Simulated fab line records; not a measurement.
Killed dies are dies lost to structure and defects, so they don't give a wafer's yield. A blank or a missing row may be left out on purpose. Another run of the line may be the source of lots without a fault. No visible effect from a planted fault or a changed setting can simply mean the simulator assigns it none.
fab line records ; flow rit-cmos
record: lots: 6; wafers: 18; last-day: 7
route steps=202 shown GATE@79 FOX2@80
lots that met no fault: from a run of the same line without faults
start-h: the number of hours between the record's first day and the start of the first shown wafer of the lot ; wait-h: time in hours since the lot's previous step ; " the same as in the row above ; L1.1+2: a row that stands for several wafers ; - no value, or no start given ; * or withheld: withheld ; < > ~ a bound
route shown NAME@n: NAME is a module with steps in the file, n the number in the route of the first one ; usual: mean and standard deviation over wafers with no fault ; same: alike in all rows ; chamber/n: place in a boat ; sites: per-site readings ; _std_site: standard deviation of those values ; _edge_site: inner sites' mean taken away from outer sites' mean ; radius-mm: for every site, how far away it sits from the centre of the wafer ; mask NAME#n: copy n ; behind: the last tool/chamber to shape the wafer ; hold: what put the lot on hold/how long, in hours/how the hold closed ; device: the transistor (n, p or np) that didn't switch ; end of line: tests of these same wafers at the route's end ; a step without rows: its recipe alone ; killed: count of dies lost to structure and defects at first sort (not the wafer's yield) ; map: a wafer's dies, x killed, . not, _ none there
set.NAME: the setting that was run; set.NAME@STEP: the one run at that earlier step ; model.NAME: the simulator's own value behind a step, which no gauge read
lots at selected steps of the route; one table per step, one row per wafer
== steps ==
step: RIT_GATE_CLEAN_04
recipe: chemistry: dHF; dilution: 50:1; time-s: 60; dry: n2-spin
step: RIT_FOX2_THK_MEAS_91
recipe: reads: SiO2_of_FOX2_OXIDATION_00
usual: FIELD_OXIDE_LEFT_2_THK: 254/6.2
lot.wafer;tool;chamber;start-h;wait-h;FIELD_OXIDE_LEFT_2_THK[nm]
L611.2;film-metro-03;-;49.99;0.0;257
L611.3;film-metro-03;-;49.99;0.0;262
L611.6;film-metro-03;-;49.99;0.0;260
L612.1;film-metro-04;-;53.11;0.0;257
L612.4;film-metro-04;-;53.11;0.0;255
L612.6;film-metro-04;-;53.11;0.0;247
L618.1;film-metro-04;-;85.60;0.0;258
L618.3;film-metro-04;-;85.60;0.0;254
L618.5;film-metro-04;-;85.60;0.0;257
L619.1;film-metro-04;-;86.46;0.0;258
L619.2;film-metro-04;-;86.46;0.0;257
L619.6;film-metro-04;-;86.46;0.0;262
L628.4;film-metro-02;-;134.32;0.0;251
L628.5;film-metro-02;-;134.32;0.0;253
L628.6;film-metro-02;-;134.32;0.0;246
L631.1;film-metro-03;-;145.13;0.0;247
L631.2;film-metro-03;-;145.13;0.0;245
L631.6;film-metro-03;-;145.13;0.0;249
step: RIT_GATE_OXIDATION_05
recipe: temp-c: 900; ambient: O2; target-thk-a: 30; ox-time-s: 270
step: RIT_GATE_ANNEAL_06
recipe: temp-c: 900; time-s: 600; ambient: N2O
step: RIT_GATE_THK_MEAS_07
recipe: reads: SiO2_of_GATE_OXIDATION_05
usual: GATE_OXIDE_THK: 3.00/0.072
lot.wafer;tool;chamber;start-h;wait-h;GATE_OXIDE_THK[nm]
L611.2;film-metro-03;-;57.27;0.0;3.01
L611.3;film-metro-03;-;57.27;0.0;3.06
L611.6;film-metro-03;-;57.27;0.0;3.01
L612.1;film-metro-02;-;58.97;0.0;3.05
L612.4;film-metro-02;-;58.97;0.0;3.04
L612.6;film-metro-02;-;58.97;0.0;3.04
L618.1;film-metro-02;-;88.20;0.0;2.94
L618.3;film-metro-02;-;88.20;0.0;2.93
L618.5;film-metro-02;-;88.20;0.0;2.99
L619.1;film-metro-03;-;88.45;0.0;2.90
L619.2;film-metro-03;-;88.45;0.0;3.01
L619.6;film-metro-03;-;88.45;0.0;2.98
L628.4;film-metro-03;-;135.85;0.0;3.12
L628.5;film-metro-03;-;135.85;0.0;3.03
L628.6;film-metro-03;-;135.85;0.0;3.09
L631.1;film-metro-04;-;150.06;0.0;3.02
L631.2;film-metro-04;-;150.06;0.0;3.10
L631.6;film-metro-04;-;150.06;0.0;3.03
step: RIT_GATE_CVD_08
recipe: material: poly-Si; target-thk-nm: 250; temp-c: 610; precursor: SiH4; time-s: 2220; pressure-mtorr: 300; sih4-flow-sccm: 100
step: RIT_GATE_THK_MEAS_09
recipe: reads: poly-Si_of_GATE_CVD_08
usual: GATE_POLY_THK: 248.5/2.4
lot.wafer;tool;chamber;start-h;wait-h;GATE_POLY_THK[nm]
L611.2;film-metro-04;-;59.75;0.0;247.2
L611.3;film-metro-04;-;59.75;0.0;247.2
L611.6;film-metro-04;-;59.75;0.0;247.7
L612.1;film-metro-02;-;60.65;0.0;247.7
L612.4;film-metro-02;-;60.65;0.0;249.2
L612.6;film-metro-02;-;60.65;0.0;250.8
L618.1;film-metro-02;-;90.68;0.0;248.8
L618.3;film-metro-02;-;90.68;0.0;250.4
L618.5;film-metro-02;-;90.68;0.0;249.4
L619.1;film-metro-03;-;92.06;0.0;248.2
L619.2;film-metro-03;-;92.06;0.0;245.7
L619.6;film-metro-03;-;92.06;0.0;247.7
L628.4;film-metro-03;-;139.44;0.0;245.4
L628.5;film-metro-03;-;139.44;0.0;242.8
L628.6;film-metro-03;-;139.44;0.0;246.5
L631.1;film-metro-03;-;151.74;0.0;251.7
L631.2;film-metro-03;-;151.74;0.0;253.2
L631.6;film-metro-03;-;151.74;0.0;251.0
step: RIT_GATE_HMDS_10
recipe: prime-time-s: 60; prime-temp-c: 140
step: RIT_GATE_COAT_11
recipe: resist: NOVOLAK; spin-rpm: 4250; resist-thk-nm: 850
step: RIT_GATE_SOFTBAKE_12
recipe: resist: NOVOLAK; temp-c: 90; time-s: 60
step: RIT_GATE_EXPOSE_13
recipe: mask-id: M6; na: 0.6; source-shape: conventional; sigma-outer: 0.6; target-cd-nm: 150; dose-mj: 380
step: RIT_GATE_PEB_14
recipe: resist: NOVOLAK; temp-c: withheld; time-s: withheld
step: RIT_GATE_DEVELOP_15
recipe: resist: NOVOLAK; develop-time-s: 50; dev-temp-c: 23
usual: chill-plate-temp-C: 23.00/0.11; develop-time-s: 50/0
lot.wafer;tool;chamber;start-h;wait-h;chill-plate-temp-C;develop-time-s
L611.2;litho-track-02;0;60;-;23.06;50
L611.3;litho-track-02;0;60;-;22.88;50
L611.6;litho-track-02;0;60;-;22.96;50
L612.1;litho-track-04;0;61;-;23.17;50
L612.4;litho-track-04;0;61;-;22.93;50
L612.6;litho-track-04;0;61;-;23.15;50
L618.1;litho-track-04;-;91;-;-;-
L618.3;litho-track-04;-;91;-;-;-
L618.5;litho-track-04;-;91;-;-;-
L619.1;litho-track-01;-;92;-;-;-
L619.2;litho-track-01;-;92;-;-;-
L619.6;litho-track-01;-;93;-;-;-
L628.4;litho-track-02;0;140;-;23.02;50
L628.5;litho-track-02;0;140;-;23.21;50
L628.6;litho-track-02;0;140;-;23.26;50
L631.1;litho-track-01;0;152;-;23.01;50
L631.2;litho-track-01;0;152;-;23.00;50
L631.6;litho-track-01;0;152;-;23.02;50
step: RIT_GATE_CD_MEAS_16
recipe: target-cd-nm: 150
usual: cd-nm: 151/3.1
lot.wafer;tool;chamber;start-h;wait-h;cd-nm
L611.2;cd-sem-01;-;60.80;-;152
L611.3;cd-sem-01;-;60.80;-;151
L611.6;cd-sem-01;-;60.80;-;148
L612.1;cd-sem-02;-;61.67;-;152
L612.4;cd-sem-02;-;61.67;-;150
L612.6;cd-sem-02;-;61.67;-;149
L618.1;cd-sem-02;-;91.72;-;-
L618.3;cd-sem-02;-;91.72;-;-
L618.5;cd-sem-02;-;91.72;-;-
L619.1;cd-sem-02;-;93.06;-;-
L619.2;cd-sem-02;-;93.06;-;-
L619.6;cd-sem-02;-;93.06;-;-
L628.4;cd-sem-01;-;140.38;-;149
L628.5;cd-sem-01;-;140.38;-;149
L628.6;cd-sem-01;-;140.38;-;148
L631.1;cd-sem-02;-;152.84;-;148
L631.2;cd-sem-02;-;152.84;-;147
L631.6;cd-sem-02;-;152.84;-;148
== key ==
first-sign: step: RIT_GATE_DEVELOP_15; reading: tool-record; direction: missing
effect none on later readings
met-at RIT_GATE_DEVELOP_15
struck-wafers L618.1,L618.3,L618.5,L619.1,L619.2,L619.6
later-rows-left-out L618.1,L618.3,L618.5,L619.1,L619.2,L619.6
sort-left-out L618.1,L618.3,L618.5,L619.1,L619.2,L619.6
tester-left-out L618,L619
onset-between 61 91
fault: kind: skipped-step-whole; tool: litho-track-01,litho-track-04; chamber: -; onset-h: 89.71; steps: RIT_GATE_DEVELOP_15; scope: struck-lots-only
tester-left-out: of these lots the tester's yield and bins aren't shown, on N5 and GAA mostly nor the transistor test; their killed dies are dies lost to structure and defects alone, not to doping, threshold or leakage, so they don't give the yield
sort-left-out: the simulated sort isn't trusted on such a fault, so these wafers' sort isn't shown, and their yield isn't known
later-rows-left-out: the simulator's readings of these wafers behind a module that went badly wrong aren't trusted and aren't shown, but for the sort
